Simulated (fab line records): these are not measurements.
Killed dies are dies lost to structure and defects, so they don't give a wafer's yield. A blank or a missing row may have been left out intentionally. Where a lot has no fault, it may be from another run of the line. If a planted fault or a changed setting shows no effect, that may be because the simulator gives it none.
fab line records -- flow ritCmos
record lots=6, wafers=18, lastDay=7
route steps=202 shown NLDD@103 PLDD@114 M1@202
lots that met no fault: taken from a fault-free run of the same line
startH: hours from the record's opening day to when the first of the lot's shown wafers began -- waitH: how many hours have passed since the lot's step before this one -- " same as the row above -- L1.1+2: several wafers, shown together as one row -- - no value, or no start was given -- * or withheld: withheld -- < > ~ a bound
route shown NAME@n: NAME is a module with steps in the file, n the number in the route of the first one -- usual: average and standard deviation across the fault-free wafers -- same: alike in all rows -- chamber/n: place in a boat -- sites: per-site readings -- _std_site: standard deviation of those values -- _edge_site: mean of outer sites minus mean of inner sites -- radiusMm: for every site, how far away it sits from the centre of the wafer -- mask NAME#n: copy n -- behind: the tool/chamber that last shaped the wafer -- hold: reason for holding the lot/hours on hold/outcome of the hold -- device: whichever transistor did not switch (one of n, p or np) -- end of line: tests run on the same wafers once the route is complete -- a step without rows: its recipe alone -- killed: the dies lost at the first sort to structure and to defects; this is not the yield of the wafer -- map: a wafer's dies, x killed, . not, _ none there
set.NAME: the setting that was run; set.NAME@STEP: the one run at that earlier step -- model.NAME: the simulator's own value behind a step, which no gauge read
lots at some steps of the route; a table a step, a row a wafer
services: the hour from which a tool's chamber was out of use, counted from the record's first day as startH (under 0 if before that day), plus the number of hours and why
## steps
# step RIT_NLDD_HMDS_00
# recipe primeTimeS=60, primeTempC=140
# step RIT_NLDD_COAT_01
# recipe resist=NOVOLAK, spinRpm=3250, resistThkNm=1000
# step RIT_NLDD_SOFTBAKE_02
# recipe resist=NOVOLAK, tempC=90, timeS=60
# step RIT_NLDD_EXPOSE_03
# recipe maskId=M7, na=0.57, targetCdNm=40700, doseMj=250
# step RIT_NLDD_PEB_04
# recipe resist=NOVOLAK, tempC=withheld, timeS=withheld
# step RIT_NLDD_DEVELOP_05
# recipe resist=NOVOLAK, developTimeS=50, devTempC=23
# step RIT_NLDD_OVL_MEAS_06
# usual NLDD_OVL=0.2/1.2
lot.wafer,tool,chamber,startH,waitH,NLDD_OVL[nm]
L330.1,overlay-02,-,63.17,-,1.2
L330.4,overlay-02,-,63.17,-,3.5
L330.5,overlay-02,-,63.17,-,1.5
L341.4,overlay-02,-,117.75,-,2.0
L341.5,overlay-02,-,117.75,-,2.3
L341.6,overlay-02,-,117.75,-,1.0
L342.2,overlay-01,-,120.29,-,0.3
L342.5,overlay-01,-,120.29,-,0.1
L342.6,overlay-01,-,120.29,-,1.1
L343.1,overlay-01,-,121.83,-,0.1
L343.3,overlay-01,-,121.83,-,1.2
L343.6,overlay-01,-,121.83,-,2.1
L345.3,overlay-01,-,137.96,-,1.5
L345.4,overlay-01,-,137.96,-,1.3
L345.6,overlay-01,-,137.96,-,-0.4
L346.3,overlay-02,-,141.96,-,0.3
L346.5,overlay-02,-,141.96,-,-3.1
L346.6,overlay-02,-,141.96,-,-0.7
# step RIT_NLDD_HARDBAKE_07
# recipe resist=NOVOLAK, tempC=140, timeS=60
# step RIT_NLDD_IMPLANT_08
# recipe species=P, energyKev=20, doseCm2=5e+14, tiltDeg=7
# step RIT_NLDD_STRIP_09
# recipe chemistry=O2, timeS=180, resist=NOVOLAK, platenTempC=withheld, powerW=500, pressureMtorr=4000, o2FlowSccm=4000
# usual drypumpMotorCurrentA=5.93/0.18
# same timeS=180
lot.wafer,tool,chamber,startH,waitH,drypumpMotorCurrentA,rfHoursCounterH
L330.1,plasmaAsher-02,0,63.51,0.1,5.94,41
L330.4,plasmaAsher-02,0,63.51,0.1,5.98,-
L330.5,plasmaAsher-02,0,63.51,0.1,5.96,-
L341.4,plasmaAsher-01,0,118.13,0.1,5.58,-
L341.5,plasmaAsher-01,1,118.13,0.1,6.09,-
L341.6,plasmaAsher-01,0,118.13,0.1,5.58,-
L342.2,plasmaAsher-02,1,120.62,0.1,5.89,48
L342.5,plasmaAsher-02,0,120.62,0.1,5.89,-
L342.6,plasmaAsher-02,1,120.62,0.1,5.89,-
L343.1,plasmaAsher-03,0,122.16,0.1,5.92,52
L343.3,plasmaAsher-03,1,122.16,0.1,6.31,-
L343.6,plasmaAsher-03,1,122.16,0.1,6.29,-
L345.3,plasmaAsher-01,0,138.34,0.1,5.58,-
L345.4,plasmaAsher-01,1,138.34,0.1,6.04,-
L345.6,plasmaAsher-01,0,138.34,0.1,5.58,-
L346.3,plasmaAsher-03,1,142.35,0.1,6.30,-
L346.5,plasmaAsher-03,0,142.35,0.1,5.94,-
L346.6,plasmaAsher-03,1,142.35,0.1,6.28,-
# step RIT_NLDD_TW_MEAS_10
# usual NLDD_TW=2493/21
lot.wafer,tool,chamber,startH,waitH,NLDD_TW
L330.1,filmMetro-02,-,63.68,0.1,2461
L330.4,filmMetro-02,-,63.68,0.1,2483
L330.5,filmMetro-02,-,63.68,0.1,2466
L341.4,filmMetro-03,-,118.27,0.1,2525
L341.5,filmMetro-03,-,118.27,0.1,2523
L341.6,filmMetro-03,-,118.27,0.1,2525
L342.2,filmMetro-01,-,120.80,0.1,2475
L342.5,filmMetro-01,-,120.80,0.1,2470
L342.6,filmMetro-01,-,120.80,0.1,2473
L343.1,filmMetro-03,-,122.34,0.1,2537
L343.3,filmMetro-03,-,122.34,0.1,2541
L343.6,filmMetro-03,-,122.34,0.1,2530
L345.3,filmMetro-01,-,138.48,0.1,2481
L345.4,filmMetro-01,-,138.48,0.1,2497
L345.6,filmMetro-01,-,138.48,0.1,2481
L346.3,filmMetro-02,-,142.48,0.1,2481
L346.5,filmMetro-02,-,142.48,0.1,2500
L346.6,filmMetro-02,-,142.48,0.1,2497
# step RIT_PLDD_HMDS_00
# recipe primeTimeS=60, primeTempC=140
# step RIT_PLDD_COAT_01
# recipe resist=NOVOLAK, spinRpm=3250, resistThkNm=1000
# usual exhaustPa=44.7/0.87, spinSpeedRpm=3250.6/2.1
lot.wafer,tool,chamber,startH,waitH,exhaustPa,spinSpeedRpm,model.NOVOLAK_of_PLDD_COAT_01.thkNm
L330.1,lithoTrack-03,0,63.89,0.1,43.7,3253.2,997.6
L330.4,lithoTrack-03,0,63.89,0.1,44.8,3252.2,998.3
L330.5,lithoTrack-03,0,63.89,0.1,45.4,3248.8,998.5
L341.4,lithoTrack-04,0,118.53,0.1,45.3,3251.8,1005
L341.5,lithoTrack-04,0,118.53,0.1,45.0,3247.7,1001
L341.6,lithoTrack-04,0,118.53,0.1,44.2,3250.4,1002
L342.2,lithoTrack-01,0,121.03,0.1,45.2,3249.7,1000
L342.5,lithoTrack-01,0,121.03,0.1,44.5,3250.7,1000
L342.6,lithoTrack-01,0,121.03,0.1,46.3,3245.1,1002
L343.1,lithoTrack-04,0,122.55,0.1,45.5,3540.2,962.2
L343.3,lithoTrack-04,0,122.55,0.1,46.5,3535.3,962.9
L343.6,lithoTrack-04,0,122.55,0.1,46.4,3537.4,961.7
L345.3,lithoTrack-04,0,138.72,0.1,45.4,3536.3,956.4
L345.4,lithoTrack-04,0,138.72,0.1,45.2,3535.4,953
L345.6,lithoTrack-04,0,138.72,0.1,44.9,3537.4,953
L346.3,lithoTrack-01,0,142.72,0.1,43.8,3253.9,1002
L346.5,lithoTrack-01,0,142.72,0.1,44.0,3252.6,1000
L346.6,lithoTrack-01,0,142.72,0.1,43.6,3250.8,999.1
# step RIT_PLDD_SOFTBAKE_02
# recipe resist=NOVOLAK, tempC=90, timeS=60
# step RIT_PLDD_EXPOSE_03
# recipe maskId=M8, na=0.57, targetCdNm=40900, doseMj=250
# step RIT_PLDD_PEB_04
# recipe resist=NOVOLAK, tempC=withheld, timeS=withheld
# step RIT_PLDD_DEVELOP_05
# recipe resist=NOVOLAK, developTimeS=50, devTempC=23
# step RIT_PLDD_OVL_MEAS_06
# usual PLDD_OVL=1.0/1.6
lot.wafer,tool,chamber,startH,waitH,PLDD_OVL[nm]
L330.1,overlay-02,-,64.59,-,0.0
L330.4,overlay-02,-,64.59,-,-0.5
L330.5,overlay-02,-,64.59,-,2.3
L341.4,overlay-01,-,119.17,-,3.2
L341.5,overlay-01,-,119.17,-,2.6
L341.6,overlay-01,-,119.17,-,3.9
L342.2,overlay-02,-,121.71,-,1.2
L342.5,overlay-02,-,121.71,-,2.6
L342.6,overlay-02,-,121.71,-,2.6
L343.1,overlay-02,-,123.37,-,0.6
L343.3,overlay-02,-,123.37,-,2.3
L343.6,overlay-02,-,123.37,-,1.5
L345.3,overlay-02,-,139.51,-,2.1
L345.4,overlay-02,-,139.51,-,2.4
L345.6,overlay-02,-,139.51,-,3.8
L346.3,overlay-02,-,143.51,-,3.4
L346.5,overlay-02,-,143.51,-,-0.6
L346.6,overlay-02,-,143.51,-,-0.7
# step RIT_PLDD_HARDBAKE_07
# recipe resist=NOVOLAK, tempC=140, timeS=60
# usual exhaustPa=45.0/0.86
# same timeS=60
lot.wafer,tool,chamber,startH,waitH,exhaustPa,model.NOVOLAK_of_PLDD_COAT_01.thkNm
L330.1,lithoTrack-04,0,64.63,0.0,46.3,881.7
L330.4,lithoTrack-04,0,64.63,0.0,46.9,882.2
L330.5,lithoTrack-04,0,64.63,0.0,46.8,882.4
L341.4,lithoTrack-01,0,119.26,0.1,44.8,888.5
L341.5,lithoTrack-01,0,119.26,0.1,43.4,884.5
L341.6,lithoTrack-01,0,119.26,0.1,43.9,885.4
L342.2,lithoTrack-04,0,121.76,0.0,45.2,883.7
L342.5,lithoTrack-04,0,121.76,0.0,44.8,884
L342.6,lithoTrack-04,0,121.76,0.0,45.7,885.8
L343.1,lithoTrack-01,0,123.41,0.0,45.5,850.7
L343.3,lithoTrack-01,0,123.41,0.0,44.8,851.4
L343.6,lithoTrack-01,0,123.41,0.0,44.3,850.2
L345.3,lithoTrack-04,0,139.58,0.1,46.2,845.6
L345.4,lithoTrack-04,0,139.58,0.1,44.5,842.7
L345.6,lithoTrack-04,0,139.58,0.1,44.7,842.7
L346.3,lithoTrack-03,0,143.59,0.1,43.3,885.2
L346.5,lithoTrack-03,0,143.59,0.1,44.7,883.8
L346.6,lithoTrack-03,0,143.59,0.1,44.6,883
# step RIT_PLDD_IMPLANT_08
# recipe species=BF2, energyKev=20, doseCm2=9e+14, tiltDeg=7
# step RIT_M1_PROBE_99
# usual killedAtContacts=0.1/0.31, killedAtFrontEnd=7/3, killedDies=7/3, killedOpen=3.2/1.9, killedShort=3.6/2.2
# same grossDies=264, killed_at_M0_to_M3=0, killed_at_M4_up=0, killedAtBackSide=0, killedAtOther=0
lot.wafer,tool,chamber,startH,waitH,killedAtContacts,killedAtFrontEnd,killedDies,killedOpen,killedShort
L330.1,prober-01,-,78.97,0.1,0,12,12,3,9
L330.4,prober-01,-,79.12,0.2,0,7,7,3,4
L330.5,prober-01,-,79.17,0.2,0,6,6,1,5
L341.4,prober-02,-,133.94,0.2,0,8,8,2,6
L341.5,prober-02,-,133.99,0.2,0,5,5,1,4
L341.6,prober-02,-,134.04,0.2,1,7,8,3,5
L345.3,prober-02,-,154.36,0.2,0,6,6,2,4
L345.4,prober-02,-,154.41,0.2,0,8,8,1,7
L345.6,prober-02,-,154.51,0.2,0,6,6,3,3
# killed by level:class
L330.1 GATE:geometricParticle:short=6 REOX:geometricParticle:short=2 FOX2:geometricParticle:open=1 GATE:geometricParticle:open=1 SPACER:geometricParticle:open=1 SPACER:geometricParticle:short=1
L330.4 GATE:geometricParticle:short=4 GATE:geometricParticle:open=2 SILICIDE:geometricParticle:open=1
L330.5 GATE:geometricParticle:short=2 SPACER:geometricParticle:short=2 FOX2:geometricParticle:open=1 SILICIDE:geometricParticle:short=1
L341.4 GATE:geometricParticle:short=4 FOX1:geometricParticle:short=1 FOX2:geometricParticle:open=1 REOX:geometricParticle:short=1 REOX:geometricParticle:open=1
L341.5 FOX1:geometricParticle:short=3 GATE:geometricParticle:open=1 SILICIDE:geometricParticle:short=1
L341.6 FOX2:geometricParticle:short=2 SILICIDE:geometricParticle:open=2 GATE:geometricParticle:short=1 REOX:geometricParticle:short=1 SPACER:geometricParticle:open=1 CONTACT:geometricParticle:short=1
L345.3 REOX:geometricParticle:short=2 GATE:geometricParticle:short=1 REOX:geometricParticle:open=1 SPACER:geometricParticle:short=1 SPACER:geometricParticle:open=1
L345.4 SPACER:geometricParticle:short=4 FOX2:geometricParticle:short=1 FOX2:geometricParticle:open=1 GATE:geometricParticle:short=1 REOX:geometricParticle:short=1
L345.6 REOX:geometricParticle:open=3 GATE:geometricParticle:short=2 FOX2:geometricParticle:short=1
## services
tool,chamber,startH,hours,kind
plasmaAsher-01,-,108.75,9.0,pm
plasmaAsher-01,0,108.75,9.0,ventCycle
plasmaAsher-01,1,108.75,9.0,ventCycle
plasmaAsher-01,0,117.75,-,clean
plasmaAsher-01,1,117.75,-,clean
## key
firstSign step=RIT_PLDD_COAT_01, reading=spinSpeedRpm, direction=up, sigmas=99+, usual=3250.6, struck=3537.0
effect none on later readings
modelEffect step=RIT_PLDD_COAT_01, value=NOVOLAK_of_PLDD_COAT_01.thkNm, without=999.6, struck=958.2
modelEffect step=RIT_PLDD_HARDBAKE_07, value=NOVOLAK_of_PLDD_COAT_01.thkNm, without=883.4, struck=847.2
metAt RIT_PLDD_COAT_01
struckWafers L343.1,L343.3,L343.6,L345.3,L345.4,L345.6
testerLeftOut L343,L345
onsetBetween 118.53 122.55
fault kind=processParameterDrift, tool=lithoTrack-04, chamber=-, onsetH=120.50, steps=RIT_PLDD_COAT_01, channel=spinRpm, offset=286.94, shape=step, endH=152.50, actsIn=theseRecipesOnly, stated=3250
# testerLeftOut: of these lots the tester's yield and bins aren't shown, on N5 and GAA mostly nor the transistor test; their killed dies are dies lost to structure and defects alone, not to doping, threshold or leakage, so they don't give the yield
